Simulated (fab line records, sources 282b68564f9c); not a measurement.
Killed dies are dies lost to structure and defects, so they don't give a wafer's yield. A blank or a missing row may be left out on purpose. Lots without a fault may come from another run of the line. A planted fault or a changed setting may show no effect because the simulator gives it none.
One fault seen from 2 desks | flow rit_cmos | each desk has only its own numbers; what lay behind them comes last

THE TOOL OWNER'S DESK: litho_track-02
The tool's own readings at RIT_PLDD_COAT_01 (resist thk 1000 nm): means of the sampled wafers that have a number, for each lot that ran on this tool. A lot is out of limits, marked OUT, if its mean lies more than 4 standard deviations from the usual mean; the brackets give that distance.
Columns: A = spin_speed_rpm at RIT_PLDD_COAT_01, usual 3249.8 rpm
lot  | first seen here | A
L638 | day 3 21:37     | 3250.0
L640 | day 4 06:18     | 3426.3 (+74) OUT
L643 | day 4 23:58     | 3424.2 (+73) OUT
This desk's finding: out of limits on L640, L643; first on L640, day 4 06:18 (spin_speed_rpm at RIT_PLDD_COAT_01). In limits: L638.

THE METROLOGY DESK
What the gauges read, lot by lot, whatever tool the lot ran on: means of the sampled wafers that have a number. A lot is out of limits, marked OUT, if its mean lies more than 4 standard deviations from the usual mean; the brackets give that distance.
Columns: A = NLDD_OVL at RIT_NLDD_OVL_MEAS_06, usual 1.0 nm; B = NLDD_TW at RIT_NLDD_TW_MEAS_10, usual 2497; C = PLDD_OVL at RIT_PLDD_OVL_MEAS_06, usual 0.1 nm
lot  | first seen here | A    | B    | C
L634 | day 2 19:14     | 0.4  | 2520 | 1.4
L638 | day 3 20:53     | 2.5  | 2477 | 0.4
L640 | day 4 05:35     | 0.2  | 2486 | 0.6
L643 | day 4 23:14     | -0.0 | 2485 | 1.3
L651 | day 7 05:38     | 2.0  | 2499 | 0.0
L655 | day 7 21:01     | 1.5  | 2520 | 2.2
This desk's finding: nothing out of limits on any of the 6 lots.

PUT TOGETHER
The tool owner's desk could have raised an alarm at day 4 06:18, on L640, L643.
The metrology desk saw nothing out of limits.
The metrology desk has L640, L643 on record, within its limits.
Of the lots named, all ran RIT_PLDD_COAT_01 on litho_track-02.

WHAT THE SIMULATOR HAD PUT IN
Process parameter drift: litho_track-02, from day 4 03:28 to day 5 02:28, at RIT_PLDD_COAT_01. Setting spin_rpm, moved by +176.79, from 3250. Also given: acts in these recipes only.
Lots struck among those shown: L640, L643.
Hours from the fault's start to each desk's first reading out of limits: the tool owner's desk, 3.
